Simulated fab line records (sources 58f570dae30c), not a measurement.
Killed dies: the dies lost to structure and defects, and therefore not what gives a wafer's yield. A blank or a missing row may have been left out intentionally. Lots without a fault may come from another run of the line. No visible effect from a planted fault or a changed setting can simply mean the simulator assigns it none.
Which tool did it? || flow berkeley_cmos170 || 14 lots, 42 wafers sampled, at 1 step of a route of 331

== WHAT EACH GAUGE READ, for each wafer ==
No reading from a measuring or inspecting step in the record can be judged against a usual standard deviation.

== EACH LOT AND THE TOOL THAT RAN IT (in order: tool; ch and the chambers of the sampled wafers; start) ==
{"lot": "L629", "UCB170_PSD_IMPLANT_08": "implanter-04 ch 0, day 6 13:44"}
{"lot": "L630", "UCB170_PSD_IMPLANT_08": "implanter-01 ch 0, day 6 14:04"}
{"lot": "L631", "UCB170_PSD_IMPLANT_08": "implanter-03 ch 0, day 7 00:44"}
{"lot": "L632", "UCB170_PSD_IMPLANT_08": "implanter-04 ch 0, day 7 05:19"}
{"lot": "L634", "UCB170_PSD_IMPLANT_08": "implanter-01 ch 0, day 7 15:06"}
{"lot": "L633", "UCB170_PSD_IMPLANT_08": "implanter-04 ch 0, day 7 19:27"}
{"lot": "L637", "UCB170_PSD_IMPLANT_08": "implanter-03 ch 0, day 8 08:11"}
{"lot": "L639", "UCB170_PSD_IMPLANT_08": "implanter-03 ch 0, day 9 03:01"}
{"lot": "L638", "UCB170_PSD_IMPLANT_08": "implanter-01 ch 0, day 9 03:15"}
{"lot": "L640", "UCB170_PSD_IMPLANT_08": "implanter-01 ch 0, day 9 08:35"}
{"lot": "L648", "UCB170_PSD_IMPLANT_08": "implanter-04 ch 0, day 10 19:15"}
{"lot": "L647", "UCB170_PSD_IMPLANT_08": "implanter-03 ch 0, day 10 19:16"}
{"lot": "L650", "UCB170_PSD_IMPLANT_08": "implanter-04 ch 0, day 11 09:26"}
{"lot": "L651", "UCB170_PSD_IMPLANT_08": "implanter-04 ch 0, day 11 10:00"}
- UCB170_PSD_IMPLANT_08

== WHAT THE TOOLS THEMSELVES READ (means of the sampled wafers that have a number; where no wafer has one, the mark that the record gives instead) ==
UCB170_PSD_IMPLANT_08. Usual: beam_on_s 10.00 s, standard deviation 0.2; tilt_deg 6.996 degrees, standard deviation 0.02.
{"lot": "L629", "tool": "implanter-04", "beam_on_s (s)": 10.08, "tilt_deg (degrees)": 6.978, "flag": ""}
{"lot": "L630", "tool": "implanter-01", "beam_on_s (s)": 10.10, "tilt_deg (degrees)": 6.977, "flag": ""}
{"lot": "L631", "tool": "implanter-03", "beam_on_s (s)": 9.95, "tilt_deg (degrees)": 7.002, "flag": ""}
{"lot": "L632", "tool": "implanter-04", "beam_on_s (s)": 10.12, "tilt_deg (degrees)": 7.011, "flag": ""}
{"lot": "L634", "tool": "implanter-01", "beam_on_s (s)": 10.27, "tilt_deg (degrees)": 6.996, "flag": ""}
{"lot": "L633", "tool": "implanter-04", "beam_on_s (s)": 10.02, "tilt_deg (degrees)": 7.016, "flag": ""}
{"lot": "L637", "tool": "implanter-03", "beam_on_s (s)": 9.78, "tilt_deg (degrees)": 7.005, "flag": ""}
{"lot": "L639", "tool": "implanter-03", "beam_on_s (s)": 10.12, "tilt_deg (degrees)": 6.976, "flag": ""}
{"lot": "L638", "tool": "implanter-01", "beam_on_s (s)": 9.75, "tilt_deg (degrees)": 6.344, "flag": "OFF"}
{"lot": "L640", "tool": "implanter-01", "beam_on_s (s)": 10.00, "tilt_deg (degrees)": 6.368, "flag": "OFF"}
{"lot": "L648", "tool": "implanter-04", "beam_on_s (s)": 10.11, "tilt_deg (degrees)": 7.019, "flag": ""}
{"lot": "L647", "tool": "implanter-03", "beam_on_s (s)": 10.15, "tilt_deg (degrees)": 7.009, "flag": ""}
{"lot": "L650", "tool": "implanter-04", "beam_on_s (s)": 10.05, "tilt_deg (degrees)": 6.983, "flag": ""}
{"lot": "L651", "tool": "implanter-04", "beam_on_s (s)": 10.01, "tilt_deg (degrees)": 7.013, "flag": ""}

== THE ANSWER, worked out from the rows above alone ==
Rule: take the mean of a lot's wafers that have a number; if it is more than 3 standard deviations from the usual mean, the lot is off. Also off: a lot with no number at a reading for which 4 or more lots have one. Any other lot the step has rows for is counted as sound. The gauges are gone through in route order, then the tools' own readings, and for those a lot's mean is taken as printed above. The first step at which some lot is off is used, and at that step the reading that is off furthest; a lot without a number counts as furthest.
Off at UCB170_PSD_IMPLANT_08 (tilt_deg): L638, L640.
A tool fits if, at that step or a process step before it, it ran every lot that is off, and no sound lot after the first of them. One candidate fits, namely implanter-01 at UCB170_PSD_IMPLANT_08. A fault onset in the window from L634 (day 7 15:06, its last sound lot) to L638 (day 9 03:15, its first lot off) fits.
The tool's own readings at UCB170_PSD_IMPLANT_08 bear it out: on the lots that are off they differ by more than 5 times the standard deviation of the sound lots' means. tilt_deg reads 6.356 degrees there against 6.999 degrees on the sound lots.

== WHAT THE SIMULATOR HAD PUT IN ==
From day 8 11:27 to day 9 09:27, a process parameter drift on implanter-01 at UCB170_PSD_IMPLANT_08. Setting tilt_deg shifted by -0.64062 from 7. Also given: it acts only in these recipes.
Struck lots among those shown: L638, L640. The rule given above showed the same thing.
